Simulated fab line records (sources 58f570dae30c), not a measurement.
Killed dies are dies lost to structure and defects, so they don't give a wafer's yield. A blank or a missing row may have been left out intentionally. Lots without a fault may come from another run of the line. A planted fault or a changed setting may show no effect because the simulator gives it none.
Split-lot trial || flow berkeley_cmos170 || 23 wafers read across 5 lots, on a route 331 steps long

ABOUT THE SPLIT
At UCB170_M1_COAT_04 (resist thk 900 nm), the setting spin_rpm was moved away from the recipe's 1500 rpm on 8 of the 23 wafers read, by -6.5% to -2.6%. This setting was run at the recipe's value on the other wafers.

Reading taken at the split's own step.

THE READING
KrF_of_M1_COAT_04.thk_nm (the simulator's own value, which no gauge read), in nm, at UCB170_M1_COAT_04 (resist thk 900 nm). No usual value for it is given in the file. The 15 wafers here that ran the recipe average 901.1 nm, standard deviation 1.6 nm.

{"wafer": "L076.1", "tool, chamber at the split": "litho_track-03, 0", "spin_rpm as run, rpm": 1500, "against the recipe": "recipe", "KrF_of_M1_COAT_04.thk_nm, nm": 901.1, "against lot-mates on the recipe": "-"}
{"wafer": "L076.2", "tool, chamber at the split": "litho_track-03, 0", "spin_rpm as run, rpm": 1402, "against the recipe": "-6.5%", "KrF_of_M1_COAT_04.thk_nm, nm": 934.2, "against lot-mates on the recipe": "+33.8"}
{"wafer": "L076.3", "tool, chamber at the split": "litho_track-03, 0", "spin_rpm as run, rpm": 1500, "against the recipe": "recipe", "KrF_of_M1_COAT_04.thk_nm, nm": 899.8, "against lot-mates on the recipe": "-"}
{"wafer": "L076.4", "tool, chamber at the split": "litho_track-03, 0", "spin_rpm as run, rpm": 1402, "against the recipe": "-6.5%", "KrF_of_M1_COAT_04.thk_nm, nm": 931.6, "against lot-mates on the recipe": "+31.1"}
{"wafer": "L076.5", "tool, chamber at the split": "litho_track-03, 0", "spin_rpm as run, rpm": 1402, "against the recipe": "-6.5%", "KrF_of_M1_COAT_04.thk_nm, nm": 931.9, "against lot-mates on the recipe": "+31.4"}
{"wafer": "L078.2", "tool, chamber at the split": "litho_track-03, 0", "spin_rpm as run, rpm": 1500, "against the recipe": "recipe", "KrF_of_M1_COAT_04.thk_nm, nm": 902.6, "against lot-mates on the recipe": "-"}
{"wafer": "L078.3", "tool, chamber at the split": "litho_track-03, 0", "spin_rpm as run, rpm": 1461, "against the recipe": "-2.6%", "KrF_of_M1_COAT_04.thk_nm, nm": 914, "against lot-mates on the recipe": "+11.6"}
{"wafer": "L078.4", "tool, chamber at the split": "litho_track-03, 0", "spin_rpm as run, rpm": 1461, "against the recipe": "-2.6%", "KrF_of_M1_COAT_04.thk_nm, nm": 915.5, "against lot-mates on the recipe": "+13.1"}
{"wafer": "L078.5", "tool, chamber at the split": "litho_track-03, 0", "spin_rpm as run, rpm": 1500, "against the recipe": "recipe", "KrF_of_M1_COAT_04.thk_nm, nm": 901.4, "against lot-mates on the recipe": "-"}
{"wafer": "L078.6", "tool, chamber at the split": "litho_track-03, 0", "spin_rpm as run, rpm": 1500, "against the recipe": "recipe", "KrF_of_M1_COAT_04.thk_nm, nm": 903.2, "against lot-mates on the recipe": "-"}
{"wafer": "L079.1", "tool, chamber at the split": "litho_track-01, 0", "spin_rpm as run, rpm": 1500, "against the recipe": "recipe", "KrF_of_M1_COAT_04.thk_nm, nm": 899.9, "against lot-mates on the recipe": "-"}
{"wafer": "L079.2", "tool, chamber at the split": "litho_track-01, 0", "spin_rpm as run, rpm": 1500, "against the recipe": "recipe", "KrF_of_M1_COAT_04.thk_nm, nm": 901.2, "against lot-mates on the recipe": "-"}
{"wafer": "L079.4", "tool, chamber at the split": "litho_track-01, 0", "spin_rpm as run, rpm": 1419, "against the recipe": "-5.4%", "KrF_of_M1_COAT_04.thk_nm, nm": 925.5, "against lot-mates on the recipe": "+25.0"}
{"wafer": "L079.5", "tool, chamber at the split": "litho_track-01, 0", "spin_rpm as run, rpm": 1419, "against the recipe": "-5.4%", "KrF_of_M1_COAT_04.thk_nm, nm": 926.3, "against lot-mates on the recipe": "+25.8"}
{"wafer": "L079.6", "tool, chamber at the split": "litho_track-01, 0", "spin_rpm as run, rpm": 1419, "against the recipe": "-5.4%", "KrF_of_M1_COAT_04.thk_nm, nm": 924.1, "against lot-mates on the recipe": "+23.6"}
{"wafer": "L080.1", "tool, chamber at the split": "litho_track-04, 0", "spin_rpm as run, rpm": 1500, "against the recipe": "recipe", "KrF_of_M1_COAT_04.thk_nm, nm": 902.1, "against lot-mates on the recipe": "-"}
{"wafer": "L080.2", "tool, chamber at the split": "litho_track-04, 0", "spin_rpm as run, rpm": 1500, "against the recipe": "recipe", "KrF_of_M1_COAT_04.thk_nm, nm": 904.4, "against lot-mates on the recipe": "-"}
{"wafer": "L080.3", "tool, chamber at the split": "litho_track-04, 0", "spin_rpm as run, rpm": 1500, "against the recipe": "recipe", "KrF_of_M1_COAT_04.thk_nm, nm": 899.1, "against lot-mates on the recipe": "-"}
{"wafer": "L080.5", "tool, chamber at the split": "litho_track-04, 0", "spin_rpm as run, rpm": 1500, "against the recipe": "recipe", "KrF_of_M1_COAT_04.thk_nm, nm": 900, "against lot-mates on the recipe": "-"}
{"wafer": "L080.6", "tool, chamber at the split": "litho_track-04, 0", "spin_rpm as run, rpm": 1500, "against the recipe": "recipe", "KrF_of_M1_COAT_04.thk_nm, nm": 900, "against lot-mates on the recipe": "-"}
{"wafer": "L082.2", "tool, chamber at the split": "litho_track-01, 0", "spin_rpm as run, rpm": 1500, "against the recipe": "recipe", "KrF_of_M1_COAT_04.thk_nm, nm": 897.8, "against lot-mates on the recipe": "-"}
{"wafer": "L082.4", "tool, chamber at the split": "litho_track-01, 0", "spin_rpm as run, rpm": 1500, "against the recipe": "recipe", "KrF_of_M1_COAT_04.thk_nm, nm": 902.3, "against lot-mates on the recipe": "-"}
{"wafer": "L082.6", "tool, chamber at the split": "litho_track-01, 0", "spin_rpm as run, rpm": 1500, "against the recipe": "recipe", "KrF_of_M1_COAT_04.thk_nm, nm": 901.1, "against lot-mates on the recipe": "-"}

THE FIT
A straight line over all 23 wafers: KrF_of_M1_COAT_04.thk_nm changes by -4.71 nm for each +1% of spin_rpm; r = -0.99; the points scatter about the line by 1.7 nm.
The same after taking each lot's own level away (the mean of its wafers on the recipe; 23 wafers): -4.79 nm for each +1%; r = -0.99; scatter 1.5 nm.
That fit puts the effect of the largest move of spin_rpm on the reading at 31 nm.
Across the lots, their own levels run from 900.40 to 902.40 nm, a range of 1.2 times the standard deviation given above.
So the lot-to-lot level changes the slope little: the two slopes agree.
Check: for one of the wafers moved furthest among these (-6.5%), held out of the fit, the line's prediction against its lot-mates is +30.6 nm. It came out at +33.8 nm against them.

OTHER SPLITS ON THESE WAFERS
Note: prior to the reading, these wafers also went through further splits. Each is held against what the fit with the lots' levels taken away leaves over:
{"other split on the same wafers": "UCB170_CONTACT_PEB_13 peb_temp_c", "wafers away from the commonest value": 10, "r with KrF_of_M1_COAT_04.thk_nm (lot level and that fit taken away)": -0.08}

FILE'S OWN FIT
KrF_of_M1_COAT_04.thk_nm changes by -4.78 nm for each +1% of spin_rpm, r = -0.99.
